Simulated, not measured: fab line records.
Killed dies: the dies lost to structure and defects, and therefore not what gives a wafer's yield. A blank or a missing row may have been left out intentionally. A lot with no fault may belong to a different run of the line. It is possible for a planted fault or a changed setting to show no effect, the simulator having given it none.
A struck lot beside a sound one / flow rit cmos / 17 out of 202 route steps
Sound: wafers L783.1, L783.4, L783.6. Wafers struck: L787.1, L787.3, L787.5. At the end, the cause is stated.
Order at every step that has rows: each side's tool, ch and its chambers, its first start. Under that, the readings that differ: sound wafers / struck wafers / difference of the means / sigmas: that difference in standard deviations of wafers without a fault.
alike: readings with means less than 2 such deviations apart, plus words and numbers identical on both sides. not compared: withheld readings, readings lacking a value on some wafer, bounds such as >300 that could conceal the same value, and numbers that have no deviation in the record and whose values overlap.
Wherever a step has rows on one side only, a row that says differs or no value, or a row with sigmas, the two part there. When numbers do not overlap yet have no deviation, they are printed without sigmas and do not part them. Lack of a reading on every wafer of one side parts them only where that side has two or more wafers.

first, 4 steps without rows for these wafers: RIT_NLDD_SOFTBAKE_02 (time 60 s); RIT_NLDD_EXPOSE_03 (exposes mask M7, target cd 40700 nm); RIT_NLDD_PEB_04; RIT_NLDD_DEVELOP_05 (develop time 50 s).
RIT_NLDD_OVL_MEAS_06:
  sound on overlay-01 at day 3 09:18; struck on overlay-01 at day 4 06:04
  alike: NLDD_OVL
then, 2 steps without rows for these wafers: RIT_NLDD_HARDBAKE_07 (time 60 s); RIT_NLDD_IMPLANT_08.
RIT_NLDD_STRIP_09: strips in O2, time 180 s.
  sound on plasma asher-02 ch 0,1, day 3 09:43; struck on plasma asher-02 ch 0,1, day 4 06:24
  alike: drypump motor current A, rf refl power W
  not compared: rf hours counter h
RIT_NLDD_TW_MEAS_10:
  sound on film metro-04 at day 3 09:53; struck on film metro-01 at day 4 06:34
  alike: NLDD_TW
then, 3 steps without rows for these wafers: RIT_PLDD_HMDS_00 (prime time 60 s); RIT_PLDD_COAT_01 (resist thk 984.3 nm); RIT_PLDD_SOFTBAKE_02 (time 60 s).
RIT_PLDD_EXPOSE_03: exposes mask M8, target cd 40900 nm.
  sound on iline stepper-01 ch 0, day 3 10:31; struck on iline stepper-01 ch 0, day 4 07:05
reading=model.PLDD.overlay x nm (nm); sound=0.7868 0.7868 0.7868; struck=129.1 129.1 129.1; difference=+128.3; sigmas=
  alike: mask
then, 2 steps without rows for these wafers: RIT_PLDD_PEB_04; RIT_PLDD_DEVELOP_05 (develop time 50 s).
RIT_PLDD_OVL_MEAS_06:
  sound on overlay-01 at day 3 10:55; struck on overlay-01 at day 4 07:41
reading=PLDD_OVL (nm); sound=0.2 -0.2 0.5; struck=128.3 129.7 128.9; difference=+128.8; sigmas=+92
  not compared: hold
RIT_M1_PROBE_99:
  rows exist in the record for the sound wafers here (prober-02, day 4 01:07), none for the struck ones

## WHERE THEY PART
Earliest at RIT_PLDD_OVL_MEAS_06; latest, in this record, at RIT_M1_PROBE_99.

WHY: what the simulator had put in
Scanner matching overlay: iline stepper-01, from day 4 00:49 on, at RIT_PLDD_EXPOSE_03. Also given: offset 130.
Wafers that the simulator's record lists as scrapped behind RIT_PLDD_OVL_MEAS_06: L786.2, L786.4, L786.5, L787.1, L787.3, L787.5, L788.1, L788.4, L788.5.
